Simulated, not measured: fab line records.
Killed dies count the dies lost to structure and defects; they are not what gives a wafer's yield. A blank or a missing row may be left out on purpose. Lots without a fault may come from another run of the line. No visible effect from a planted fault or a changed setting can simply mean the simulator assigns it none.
Lot-split experiment + flow rit_cmos + 23 wafers read across 5 lots, on a route 202 steps long

== THE SPLIT ==
At RIT_ACTIVE_COAT_06 (resist thk 1000 nm), the setting spin_rpm was moved away from the recipe's 3250 rpm on 11 of the 23 wafers read, by -6.9% to +7.1%. The other wafers ran this setting at the recipe's value.

No step appears in the file between the split and the reading.

== THE READING ==
NOVOLAK_of_ACTIVE_COAT_06.thk_nm (the simulator's own value, which no gauge read), in nm, at RIT_ACTIVE_HARDBAKE_12 (time 60 s). There is no usual value for it anywhere in the file. Here, 12 wafers ran the recipe; their average is 882.4 nm with a standard deviation of 2.8 nm.

| wafer  | tool, chamber at the split | spin_rpm as run, rpm | against the recipe | NOVOLAK_of_ACTIVE_COAT_06.thk_nm, nm | against lot-mates on the recipe |
|--------|----------------------------|----------------------|--------------------|--------------------------------------|---------------------------------|
| L075.2 | litho_track-03, 0          | 3405                 | +4.8%              | 859.6                                | -22.2                           |
| L075.3 | litho_track-03, 0          | 3405                 | +4.8%              | 864.1                                | -17.7                           |
| L075.4 | litho_track-03, 0          | 3405                 | +4.8%              | 860.1                                | -21.7                           |
| L075.5 | litho_track-03, 0          | 3250                 | recipe             | 878.3                                | -                               |
| L075.6 | litho_track-03, 0          | 3250                 | recipe             | 885.3                                | -                               |
| L076.1 | litho_track-03, 0          | 3250                 | recipe             | 886.9                                | -                               |
| L076.2 | litho_track-03, 0          | 3027                 | -6.9%              | 914.4                                | +29.4                           |
| L076.3 | litho_track-03, 0          | 3027                 | -6.9%              | 916.7                                | +31.7                           |
| L076.4 | litho_track-03, 0          | 3027                 | -6.9%              | 915.7                                | +30.7                           |
| L076.5 | litho_track-03, 0          | 3250                 | recipe             | 883.1                                | -                               |
| L080.1 | litho_track-01, 0          | 3250                 | recipe             | 884.8                                | -                               |
| L080.2 | litho_track-01, 0          | 3250                 | recipe             | 884.5                                | -                               |
| L080.4 | litho_track-01, 0          | 3250                 | recipe             | 884.7                                | -                               |
| L084.1 | litho_track-03, 0          | 3250                 | recipe             | 881.1                                | -                               |
| L084.2 | litho_track-03, 0          | 3399                 | +4.6%              | 858.7                                | -21.2                           |
| L084.5 | litho_track-03, 0          | 3399                 | +4.6%              | 858.7                                | -21.2                           |
| L084.3 | litho_track-03, 0          | 3250                 | recipe             | 880.9                                | -                               |
| L084.4 | litho_track-03, 0          | 3250                 | recipe             | 877.8                                | -                               |
| L085.1 | litho_track-01, 0          | 3250                 | recipe             | 880.1                                | -                               |
| L085.2 | litho_track-01, 0          | 3480                 | +7.1%              | 849.9                                | -30.8                           |
| L085.4 | litho_track-01, 0          | 3480                 | +7.1%              | 853.7                                | -27.0                           |
| L085.5 | litho_track-01, 0          | 3250                 | recipe             | 881.2                                | -                               |
| L085.6 | litho_track-01, 0          | 3480                 | +7.1%              | 855.2                                | -25.5                           |

FIT RESULTS
A straight line over all 23 wafers: NOVOLAK_of_ACTIVE_COAT_06.thk_nm changes by -4.58 nm for each +1% of spin_rpm; r = -0.99; the points scatter about the line by 2.8 nm.
The same after taking each lot's own level away (the mean of its wafers on the recipe; 23 wafers): -4.27 nm for each +1%; r = -0.99; scatter 2.1 nm.
On that fit, the largest move of spin_rpm shifts the reading by 30 nm.
Measured against the standard deviation above, the lots' own levels, which go from 879.93 to 885.00 nm, span 1.8 times it.
Hence the lot-to-lot level has little effect on the slope; both slopes agree.
Check: with one of the wafers moved furthest among these (+7.1%) left out of the fit, the line predicts -29.7 nm for it against its lot-mates. Against them it came out at -30.8 nm.

== THE WHOLE CHAIN: every reading that the file lists as answering this split, in the file's order ==
| step                   | what it does       | reading                                                                           | change (the file's fit)              | r (the file's) |
|------------------------|--------------------|-----------------------------------------------------------------------------------|--------------------------------------|----------------|
| RIT_ACTIVE_COAT_06     | resist thk 1000 nm | NOVOLAK_of_ACTIVE_COAT_06.thk_nm (the simulator's own value, which no gauge read) | -4.77 nm for each +1% of the setting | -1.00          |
| RIT_ACTIVE_HARDBAKE_12 | time 60 s          | NOVOLAK_of_ACTIVE_COAT_06.thk_nm (the simulator's own value, which no gauge read) | -4.27 nm for each +1% of the setting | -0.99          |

== THE FILE'S OWN FIT ==
NOVOLAK_of_ACTIVE_COAT_06.thk_nm changes by -4.27 nm for each +1% of spin_rpm, r = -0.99.
